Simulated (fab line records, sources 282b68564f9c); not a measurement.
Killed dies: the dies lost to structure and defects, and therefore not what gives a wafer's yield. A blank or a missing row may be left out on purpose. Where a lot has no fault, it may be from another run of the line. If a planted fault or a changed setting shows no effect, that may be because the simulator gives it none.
A lot that was struck, set against a sound lot || flow rit cmos || 27 steps out of a route of 202
Sound: wafers L417.2, L417.5, L417.6. Wafers L432.3, L432.4, L432.5 were the ones struck. At the end, the cause is stated.
Per side, at each step with rows, come the tool, then ch with its chambers, and then its first start. Under that, the readings that differ: sound wafers || struck wafers || difference of the means || sigmas: that difference in standard deviations of wafers without a fault.
alike: readings with means less than 2 such deviations apart, plus words and numbers identical on both sides. not compared: withheld readings, readings lacking a value on some wafer, bounds such as >300 that could conceal the same value, and numbers that have no deviation in the record and whose values overlap.
Wherever a step has rows on one side only, a row that says differs or no value, or a row with sigmas, the two part there. Non-overlapping numbers with no deviation appear without sigmas and do not part them. A reading missing from all wafers of one side parts the sides only when that side holds two or more wafers.

first, 4 steps without rows for these wafers: RIT_CONTACT_SOFTBAKE_04 (time 60 s); RIT_CONTACT_EXPOSE_05 (exposes mask M11, target cd 1000 nm); RIT_CONTACT_PEB_06; RIT_CONTACT_DEVELOP_07 (develop time 121.9 s).
RIT_CONTACT_CD_MEAS_08: the cd target is 1000 nm.
  sound: cd sem-01 at day 3 23:44; struck: cd sem-02 at day 7 05:23
  alike: cd nm
RIT_CONTACT_OVL_MEAS_09:
  sound: overlay-01 at day 3 23:51; struck: overlay-02 at day 7 05:28
  alike: CONTACT_OVL
then, 1 step without rows for these wafers: RIT_CONTACT_HARDBAKE_10 (time 60 s).
RIT_CONTACT_ETCH_11: etches SiO2 in CHF3/CF4/Ar, stops on TiSi2, target depth 480 nm, time 320 s.
  sound on rie diel-03 ch 0,2, day 4 00:02; struck on rie diel-01 ch 0,2,3, day 7 05:39
  alike: chamber pressure mTorr, drypump motor current A, oes product au, throttle valve pct
  not compared: rf hours counter h
RIT_CONTACT_STRIP_12: strips in O2, time 180 s.
  sound on plasma asher-03 ch 0,1, day 4 00:19; struck on plasma asher-04 ch 0,1, day 7 05:54
  alike: chamber pressure mTorr, drypump motor current A
  not compared: rf hours counter h
RIT_CONTACT_CD_MEAS_90: the cd target is 1000 nm.
  sound: cd sem-02 at day 4 00:31; struck: cd sem-01 at day 7 06:04
  alike: cd nm
then, 2 steps without rows for these wafers: RIT_CONTACT_CLEAN_13 (cleans in SC1, time 600 s); RIT_CONTACT_CLEAN_14 (cleans in SC2, time 600 s).
RIT_M1_SPUTTER_00: material Al, target thk 400 nm, time 500 s.
  sound: pvd sputter-04 at day 4 00:58; struck: pvd sputter-04 at day 7 06:30
{"reading": "model.Al_of_M1_SPUTTER_00.thk nm (nm)", "sound": "404.8 402.7 403.1", "struck": "758.2 766.3 766.2", "difference": "+360.0", "sigmas": ""}
  alike: throttle valve pct
RIT_M1_RS_MEAS_01: a four-point-probe measurement.
  sound: film metro-02 at day 4 01:17; struck: film metro-03 at day 7 06:50
{"reading": "M1_AL_RS (ohm/sq)", "sound": "0.0725 0.0728 0.0728", "struck": "0.0384 0.0380 0.0380", "difference": -0.0346, "sigmas": -39}
RIT_M1_THK_MEAS_02: measures by xrf.
  sound: film metro-02 at day 4 01:23; struck: film metro-03 at day 7 06:56
{"reading": "M1_AL_THK (nm)", "sound": "396 395 397", "struck": "744 756 754", "difference": "+355", "sigmas": "+70"}
then, 6 steps without rows for these wafers: RIT_M1_HMDS_03 (prime time 60 s); RIT_M1_COAT_04 (resist thk 1300 nm); RIT_M1_SOFTBAKE_05 (time 60 s); RIT_M1_EXPOSE_06 (exposes mask M12, target cd 2600 nm); RIT_M1_PEB_07; RIT_M1_DEVELOP_08 (develop time 68 s).
RIT_M1_CD_MEAS_09: the cd target is 2600 nm.
  sound: cd sem-01 at day 4 02:20; struck: cd sem-02 at day 7 07:54
  alike: cd nm
RIT_M1_OVL_MEAS_10:
  sound: overlay-02 at day 4 02:27; struck: overlay-01 at day 7 07:59
  alike: M1_OVL
then, 1 step without rows for these wafers: RIT_M1_HARDBAKE_11 (time 120 s).
RIT_M1_METAL_ETCH_12: etches Al in Cl2/BCl3, stops on SiO2, time 165 s, target depth 600 nm.
  sound on rie metal-02 ch 0,1, day 4 02:44; struck on rie metal-02 ch 0,1, day 7 08:19
{"reading": "oes product au (a.u.)", "sound": "0.771 0.760 0.770", "struck": "0.997 1.000 1.009", "difference": "+0.235", "sigmas": "+15"}
  alike: bcl3 flow sccm, chamber pressure mTorr, drypump motor current A, throttle valve pct
  not compared: rf hours counter h
then, 1 step without rows for these wafers: RIT_M1_STRIP_13 (strips in nmp, time 600 s).
RIT_M1_PROBE_99:
  sound: prober-01 at day 4 05:10; struck: prober-02 at day 7 11:44
{"reading": "defect limited yield (%)", "sound": "97.7 97.7 95.8", "struck": "0 0 0", "difference": -97, "sigmas": -81}
{"reading": "killed_at_M0_to_M3", "sound": "0 0 0", "struck": "260 259 253", "difference": "+257", "sigmas": "+99 or more"}
{"reading": "killed at contacts", "sound": "0 0 0", "struck": "0 0 2", "difference": "+1", "sigmas": "+2"}
{"reading": "killed dies", "sound": "6 6 11", "struck": "264 264 264", "difference": "+256", "sigmas": "+78"}
{"reading": "killed on rim", "sound": "0 1 2", "struck": "70 70 70", "difference": "+69", "sigmas": "+46"}
{"reading": "sort_bin_5_function (%)", "sound": "1.5 1.9 2.3", "struck": "99.6 99.2 98.5", "difference": "+97.2", "sigmas": "+99 or more"}
{"reading": "sort n pass", "sound": "258 258 253", "struck": "0 0 0", "difference": -256, "sigmas": -78}
{"reading": "sort yield pct (%)", "sound": "97.7 97.7 95.8", "struck": "0 0 0", "difference": -97, "sigmas": -81}
{"reading": "model.etest.tester.sort n pass", "sound": "258 258 253", "struck": "0 0 0", "difference": -256, "sigmas": ""}
{"reading": "model.etest.tester.sort yield pct (%)", "sound": "97.73 97.73 95.83", "struck": "0 0 0", "difference": -97, "sigmas": ""}
{"reading": "model.etest.tester.sort_bin_5_pct (%)", "sound": "1.515 1.894 2.273", "struck": "99.62 99.24 98.48", "difference": "+97.22", "sigmas": ""}
{"reading": "model.etest.nmos_0p15.short", "sound": "0 0 0", "struck": "1 1 1", "difference": "+1", "sigmas": ""}
{"reading": "model.etest.diode pplus comb.over limit", "sound": "0 0 0", "struck": "1 1 1", "difference": "+1", "sigmas": ""}
{"reading": "model.etest.diode nplus comb.short", "sound": "0 0 0", "struck": "1 1 1", "difference": "+1", "sigmas": ""}
{"reading": "model.etest.m1 comb over steps.short", "sound": "0 0 0", "struck": "1 1 1", "difference": "+1", "sigmas": ""}
{"reading": "model.etest.ring.over limit", "sound": "0 0 0", "struck": "1 1 1", "difference": "+1", "sigmas": ""}
  alike: killed at front end, killed open, killed short, sort_bin_3_pad_short, sort_bin_6_memory

== WHERE THEY PART ==
Earliest at RIT_M1_RS_MEAS_01; latest, in this record, at RIT_M1_PROBE_99.

WHY: what the simulator had put in
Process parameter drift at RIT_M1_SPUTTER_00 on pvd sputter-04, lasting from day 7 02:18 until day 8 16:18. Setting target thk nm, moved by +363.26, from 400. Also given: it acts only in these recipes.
